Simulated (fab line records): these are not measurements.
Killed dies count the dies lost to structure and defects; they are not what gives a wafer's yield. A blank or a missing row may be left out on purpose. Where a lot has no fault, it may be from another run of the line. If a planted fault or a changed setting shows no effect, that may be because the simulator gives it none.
Shared-tool check -- flow rit cmos -- Lots sampled 13, wafers sampled 39

WHY IT WAS OPENED
2 of 13 lots carry a flag on the reading FOX2_OXIDE_THK at RIT_FOX2_THK_MEAS_01. No-fault wafers: 354 nm, standard deviation 6.8.
Rule: a lot is flagged when every wafer of it that has a number lies more than 4 standard deviations from that mean, or none has a number. As for the other lots, they are considered sound.

lot,measured,on,"FOX2_OXIDE_THK (nm), wafer by wafer",flag
L247,day 1 20:03,film metro-02,359 359 363,
L248,day 2 01:17,film metro-04,353 346 357,
L249,day 2 05:46,film metro-01,357 353 360,
L250,day 2 14:13,film metro-04,362 357 359,
L253,day 3 09:07,film metro-02,310 300 307,FLAGGED
L257,day 3 23:47,film metro-02,310 309 310,FLAGGED
L259,day 4 09:02,film metro-01,365 362 368,
L264,day 5 08:22,film metro-04,363 355 359,
L266,day 5 19:17,film metro-01,351 353 346,
L267,day 5 23:53,film metro-02,349 350 345,
L268,day 6 05:56,film metro-04,355 360 354,
L269,day 6 09:49,film metro-04,348 343 349,
L270,day 6 14:21,film metro-01,348 347 357,
On average the flagged lots' numbers are 308 nm, which is -46 nm against the usual, or -7 standard deviations.

WHICH TOOL RAN EACH LOT
The record keeps 1 process step preceding the reading, out of 202 steps on the route. In each cell: the tool, then ch and the chambers that the sampled wafers went through, then the start.
lot,flag,RIT_FOX2_OXIDATION_00
L247,,"furnace-04 ch 0, day 1 18:44"
L248,,"furnace-01 ch 0, day 1 23:58"
L249,,"furnace-04 ch 0, day 2 04:27"
L250,,"furnace-01 ch 0, day 2 12:53"
L253,FLAGGED,"furnace-01 ch 0, day 3 07:48"
L257,FLAGGED,"furnace-01 ch 0, day 3 22:26"
L259,,"furnace-04 ch 0, day 4 07:43"
L264,,"furnace-04 ch 0, day 5 07:02"
L266,,"furnace-04 ch 0, day 5 17:57"
L267,,"furnace-04 ch 0, day 5 22:33"
L268,,"furnace-04 ch 0, day 6 04:37"
L269,,"furnace-04 ch 0, day 6 08:30"
L270,,"furnace-01 ch 0, day 6 13:02"
What the steps here do:
- RIT_FOX2_OXIDATION_00: target thk 350.7 nm, ox time 1130 s.
- RIT_FOX2_THK_MEAS_01

FLAGGED AGAINST TOTAL, ONE TOOL AT A TIME (gauges that did the reading follow at the end)
step,tool,lots run,flagged,share of the flagged lots,sound lots run after its first flagged lot
RIT_FOX2_OXIDATION_00,furnace-01,5,2,all,1 (L270)
RIT_FOX2_OXIDATION_00,furnace-04,8,0,none,-
RIT_FOX2_THK_MEAS_01,film metro-01,4,0,none,-
RIT_FOX2_THK_MEAS_01,film metro-02,4,2,all,1 (L267)
RIT_FOX2_THK_MEAS_01,film metro-04,5,0,none,-

THE TABLE: WHAT IT ALLOWS
In 2 table rows, all flagged lots were run: furnace-01 (RIT_FOX2_OXIDATION_00), film metro-02 (RIT_FOX2_THK_MEAS_01).
- furnace-01 at RIT_FOX2_OXIDATION_00: 2 of its 5 lots flagged. After the first flagged lot (L270), sound lots still ran on it; a lasting fault on the whole tool would not permit that. Its own readings lie more than 4 standard deviations out on every wafer of the flagged lots: spike tc centre C, spike tc load C, spike tc source C, tube center temp C, tube_center_temp_C_max.
- film metro-02 at RIT_FOX2_THK_MEAS_01: 2 of its 4 lots flagged. After the first flagged lot (L267), sound lots still ran on it; a lasting fault on the whole tool would not permit that.
Not one row of the table ran every flagged lot while running no sound lot after the first.

WHAT HAD BEEN PUT IN BY THE SIMULATOR
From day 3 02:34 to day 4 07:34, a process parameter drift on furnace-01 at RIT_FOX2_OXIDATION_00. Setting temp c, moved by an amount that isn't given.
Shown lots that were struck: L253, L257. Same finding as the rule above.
